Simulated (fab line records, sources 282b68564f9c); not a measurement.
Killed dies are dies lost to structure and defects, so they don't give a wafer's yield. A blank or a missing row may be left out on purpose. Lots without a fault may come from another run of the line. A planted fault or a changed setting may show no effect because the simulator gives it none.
A struck lot beside a sound one | flow rit_cmos | 28 steps out of a route of 202
Sound: wafers L857.2, L857.3, L857.6. Struck: wafers L872.1, L872.2, L872.6. The cause comes at the end.
At each step with rows: each side's tool, then ch and its chambers, then its first start. Under that, the readings that differ: sound wafers | struck wafers | difference of the means | sigmas: that difference in standard deviations of wafers without a fault.
alike: readings whose means differ by less than 2 such deviations, and words and numbers that are the same on both sides. not compared: withheld readings, readings that some wafer has no value for, bounds like >300 that may hide the same value, and numbers for which the record gives no deviation and whose values overlap.
The two part at a step that has a row with sigmas, a row that says differs or no value, or rows on one side only. Numbers that don't overlap but have no deviation are shown without sigmas and don't part them. A reading that every wafer of one side lacks parts them only if that side has two wafers or more.

RIT_ACTIVE_BOW_MEAS_00:
  sound on film_metro-02, day 2 01:01; struck on film_metro-04, day 5 04:00
  alike: INCOMING_BOW
RIT_ACTIVE_OXIDATION_01: target thk 46.8 nm, ox time 3360 s.
  sound on furnace-02 ch 0, day 2 01:21; struck on furnace-02 ch 0, day 5 04:18
  reading                                       | sound                | struck               | difference | sigmas
  spike_tc_centre_C (C)                         | 1000.5 1000.1 1000.1 | 1013.9 1014.2 1014.2 | +13.9      | +11
  spike_tc_load_C (C)                           | 1027.0 1029.8 1027.1 | 1041.0 1042.8 1042.4 | +14.1      | +6
  spike_tc_source_C (C)                         | 1027.2 1027.2 1027.1 | 1041.8 1040.7 1040.9 | +14.0      | +6
  model.SiO2_of_ACTIVE_OXIDATION_01.thk_nm (nm) | 48.05 49.08 48.87    | 53.49 53.22 53.15    | +4.62      |
  alike: zone_power_source_pct
RIT_ACTIVE_THK_MEAS_02:
  sound on film_metro-04, day 2 03:17; struck on film_metro-03, day 5 06:14
  reading               | sound          | struck         | difference | sigmas
  ACTIVE_OXIDE_THK (nm) | 48.0 49.0 48.9 | 53.4 53.2 53.1 | +4.6       | +4
then, 1 step without rows for these wafers: RIT_ACTIVE_CVD_03 (deposits Si3N4 from SiH2Cl2/NH3, target thk 150 nm, time 1500 s).
RIT_ACTIVE_THK_MEAS_04:
  sound on film_metro-04, day 2 04:46; struck on film_metro-02, day 5 07:43
  alike: ACTIVE_NITRIDE_THK
then, 6 steps without rows for these wafers: RIT_ACTIVE_HMDS_05 (prime time 60 s); RIT_ACTIVE_COAT_06 (resist thk 1000 nm); RIT_ACTIVE_SOFTBAKE_07 (time 60 s); RIT_ACTIVE_EXPOSE_08 (exposes mask M1, target cd 1400 nm); RIT_ACTIVE_PEB_09; RIT_ACTIVE_DEVELOP_10 (develop time 50 s).
RIT_ACTIVE_CD_MEAS_11: target cd 1400 nm.
  sound on cd_sem-01, day 2 05:49; struck on cd_sem-02, day 5 08:55
  reading    | sound                | struck               | difference | sigmas
  cd_nm (nm) | 1396.3 1396.0 1398.0 | 1402.3 1405.5 1401.7 | +6.4       | +2
then, 1 step without rows for these wafers: RIT_ACTIVE_HARDBAKE_12 (time 60 s).
RIT_ACTIVE_ETCH_13: etches Si3N4 in SF6, stops on SiO2, time 210 s, target depth 210 nm.
  sound on rie_diel-04 ch 0,1,2, day 2 06:04; struck on rie_diel-04 ch 0,1, day 5 09:11
  alike: drypump_motor_current_A, oes_product_au, throttle_valve_pct
  not compared: rf_hours_counter_h
RIT_ACTIVE_STRIP_14: strips in O2, time 180 s.
  sound on plasma_asher-03 ch 1, day 2 06:12; struck on plasma_asher-04 ch 0,1, day 5 09:23
  alike: drypump_motor_current_A
  not compared: rf_hours_counter_h
RIT_ACTIVE_CD_MEAS_90: target cd 1400 nm.
  sound on cd_sem-01, day 2 06:23; struck on cd_sem-02, day 5 09:34
  reading    | sound                | struck               | difference | sigmas
  cd_nm (nm) | 1396.6 1396.5 1398.6 | 1402.2 1405.5 1402.7 | +6.2       | +2
then, 4 steps without rows for these wafers: RIT_ACTIVE_CLEAN_15 (cleans in SC1, time 600 s); RIT_ACTIVE_CLEAN_16 (cleans in dHF, time 30 s); RIT_ACTIVE_CLEAN_17 (cleans in SC2, time 600 s); RIT_FOX1_OXIDATION_00 (target thk 350.7 nm, ox time 1130 s).
RIT_FOX1_THK_MEAS_01:
  sound on film_metro-04, day 2 08:11; struck on film_metro-01, day 5 11:23
  alike: FOX1_OXIDE_THK
then, 2 steps without rows for these wafers: RIT_FOX1_WET_ETCH_02 (etches SiO2 in BOE, target depth 350 nm, time 390 s); RIT_FOX2_OXIDATION_00 (target thk 350.7 nm, ox time 1130 s).
RIT_FOX2_THK_MEAS_01:
  sound on film_metro-02, day 2 09:40; struck on film_metro-01, day 5 12:53
  reading             | sound       | struck      | difference | sigmas
  FOX2_OXIDE_THK (nm) | 354 350 356 | 340 341 342 | -12        | -2
then, 1 step without rows for these wafers: RIT_FOX2_CLEAN_02 (cleans in dHF, time 180 s).
RIT_FOX2_WET_ETCH_03: etches Si3N4 in H3PO4, target depth 195 nm, time 2700 s.
  sound on wet_bench-01 ch 0, day 2 09:47; struck on wet_bench-04 ch 3, day 5 13:00
  reading                                       | sound             | struck            | difference | sigmas
  model.SiO2_of_ACTIVE_OXIDATION_01.thk_nm (nm) | 42.73 43.66 43.43 | 47.49 47.25 47.19 | +4.04      |
RIT_FOX2_THK_MEAS_90:
  sound on film_metro-01, day 2 10:33; struck on film_metro-01, day 5 13:46
  reading                     | sound       | struck      | difference | sigmas
  FIELD_OXIDE_LEFT_1_THK (nm) | 326 323 329 | 312 314 314 | -13        | -2
RIT_M1_PROBE_99:
  sound on prober-02, day 4 00:42; struck on prober-02, day 7 04:23
  reading                             | sound             | struck          | difference | sigmas
  model.etest.nmos_narrow.drive_ua_um | 208.9 213.3 208.4 | 217.1 222 217.1 | +8.5       |
  alike: killed_at_contacts, killed_at_front_end, killed_dies, killed_open, killed_short
  not compared: model.etest.nldd.width_nm, model.etest.pldd.width_nm, model.etest.nplus_sal.width_nm, model.etest.pplus_sal.width_nm, model.etest.pmos_narrow.drive_ua_um

WHERE THEY PART
First at RIT_ACTIVE_OXIDATION_01; last, within this record, at RIT_FOX2_THK_MEAS_90. Later steps at which nothing parts them and some readings are alike: RIT_M1_PROBE_99.

WHY: what the simulator had put in
Process parameter drift: furnace-02, from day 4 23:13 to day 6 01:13, at RIT_ACTIVE_OXIDATION_01. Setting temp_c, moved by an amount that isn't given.
